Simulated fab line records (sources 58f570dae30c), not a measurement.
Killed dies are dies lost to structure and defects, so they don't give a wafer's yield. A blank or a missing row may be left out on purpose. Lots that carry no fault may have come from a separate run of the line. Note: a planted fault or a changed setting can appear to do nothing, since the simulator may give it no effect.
Split-lot experiment + flow berkeley_cmos170 + 23 wafers read across 5 lots, on a route 331 steps long

ON THE SPLIT
At UCB170_V2_CMP_02 (polishes SiO2), the setting leave_above_ref_nm was moved away from the recipe's 1000 nm on 5 of the 23 wafers read, by +4.0% to +5.7%. For the rest of the wafers, this setting stayed at what the recipe calls for.

There is no step in the file separating the split from the reading.

THE READING
V2_POLISHED_THK, in nm, at UCB170_V2_THK_MEAS_04. A value of 1000.5 nm with a standard deviation of 1.2 nm is what fault-free wafers of this fab line usually give.

| wafer  | tool, chamber at the split | leave_above_ref_nm as run, nm | against the recipe | V2_POLISHED_THK, nm | against lot-mates on the recipe |
|--------|----------------------------|-------------------------------|--------------------|---------------------|---------------------------------|
| L078.1 | cmp-02, 0                  | 1000                          | recipe             | 998.4               | -                               |
| L078.2 | cmp-02, 3                  | 1000                          | recipe             | 998.3               | -                               |
| L078.4 | cmp-02, 2                  | 1000                          | recipe             | 999.5               | -                               |
| L079.2 | cmp-02, 1                  | 1000                          | recipe             | 1000.1              | -                               |
| L079.3 | cmp-02, 3                  | 1000                          | recipe             | 1000.4              | -                               |
| L079.4 | cmp-02, 2                  | 1000                          | recipe             | 1002.2              | -                               |
| L079.5 | cmp-02, 0                  | 1000                          | recipe             | 999.4               | -                               |
| L079.6 | cmp-02, 3                  | 1000                          | recipe             | 1000.8              | -                               |
| L081.1 | cmp-01, 3                  | 1000                          | recipe             | 1003.2              | -                               |
| L081.2 | cmp-01, 0,1                | 1000                          | recipe             | 1000.4              | -                               |
| L081.4 | cmp-01, 0,1                | 1000                          | recipe             | 1003.1              | -                               |
| L081.5 | cmp-01, 3                  | 1000                          | recipe             | 1000.8              | -                               |
| L081.6 | cmp-01, 2                  | 1000                          | recipe             | 998.9               | -                               |
| L082.2 | cmp-02, 2,3                | 1040                          | +4.0%              | 1040.3              | +41.0                           |
| L082.3 | cmp-02, 0                  | 1000                          | recipe             | 998.2               | -                               |
| L082.4 | cmp-02, 2,3                | 1040                          | +4.0%              | 1040.8              | +41.5                           |
| L082.5 | cmp-02, 2                  | 1000                          | recipe             | 1000.4              | -                               |
| L082.6 | cmp-02, 3                  | 1040                          | +4.0%              | 1040.7              | +41.4                           |
| L084.1 | cmp-01, 0,3                | 1000                          | recipe             | 1001.4              | -                               |
| L084.2 | cmp-01, 1                  | 1000                          | recipe             | 1002.5              | -                               |
| L084.3 | cmp-01, 2                  | 1057                          | +5.7%              | 1056.6              | +54.9                           |
| L084.4 | cmp-01, 0,3                | 1000                          | recipe             | 1001.1              | -                               |
| L084.6 | cmp-01, 0                  | 1057                          | +5.7%              | 1058.6              | +56.9                           |
The file does not say which wafer passed through which chamber wherever a row lists several chambers: such a row stands for several wafers.

THE FIT
A straight line over all 23 wafers: V2_POLISHED_THK changes by +10 nm for each +1% of leave_above_ref_nm; r = +1.00; the points scatter about the line by 1.4 nm.
The same after taking each lot's own level away (the mean of its wafers on the recipe; 23 wafers): +10 nm for each +1%; r = +1.00; scatter 1.2 nm.
On that fit, the largest move of leave_above_ref_nm shifts the reading by 57 nm.
Measured against the standard deviation above, the lots' own levels, which go from 998.73 to 1001.67 nm, span 2.4 times it.
The two slopes agree, so the slope changes little with the lot-to-lot level.
Check: with one of the wafers moved furthest among these (+5.7%) left out of the fit, the line predicts +58.1 nm for it against its lot-mates. Against them it came out at +54.9 nm.

FURTHER SPLITS ON THESE WAFERS
Note: prior to the reading, these wafers also went through further splits. Each is held against what the fit with the lots' levels taken away leaves over:
| other split on the same wafers  | wafers away from the commonest value | r with V2_POLISHED_THK (lot level and that fit taken away) |
|---------------------------------|--------------------------------------|------------------------------------------------------------|
| UCB170_NLDD_IMPLANT_09 dose_cm2 | 4                                    | +0.31                                                      |
| UCB170_PSD_EXPOSE_03 dose_mj    | 10                                   | +0.23                                                      |
| UCB170_PSD_IMPLANT_08 dose_cm2  | 6                                    | +0.32                                                      |
| UCB170_NSD_IMPLANT_08 dose_cm2  | 4                                    | -0.15                                                      |
| UCB170_V1_CVD_00 time_s         | 10                                   | +0.34                                                      |
| UCB170_V1_ETCH_14 time_s        | 11                                   | -0.18                                                      |
| UCB170_V2_CVD_00 time_s         | 8                                    | +0.07                                                      |

THE WHOLE CHAIN: every reading that the file lists as answering this split, in the file's order
| step                  | what it does  | reading                                                                   | change (the file's fit)            | r (the file's) |
|-----------------------|---------------|---------------------------------------------------------------------------|------------------------------------|----------------|
| UCB170_V2_CMP_02      | polishes SiO2 | SiO2_of_V2_CVD_00.thk_nm (the simulator's own value, which no gauge read) | +10 nm for each +1% of the setting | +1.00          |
| UCB170_V2_THK_MEAS_04 |               | V2_POLISHED_THK                                                           | +9.98 for each +1% of the setting  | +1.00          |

THE FILE'S OWN FIT
V2_POLISHED_THK changes by +9.98 nm for each +1% of leave_above_ref_nm, r = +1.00.
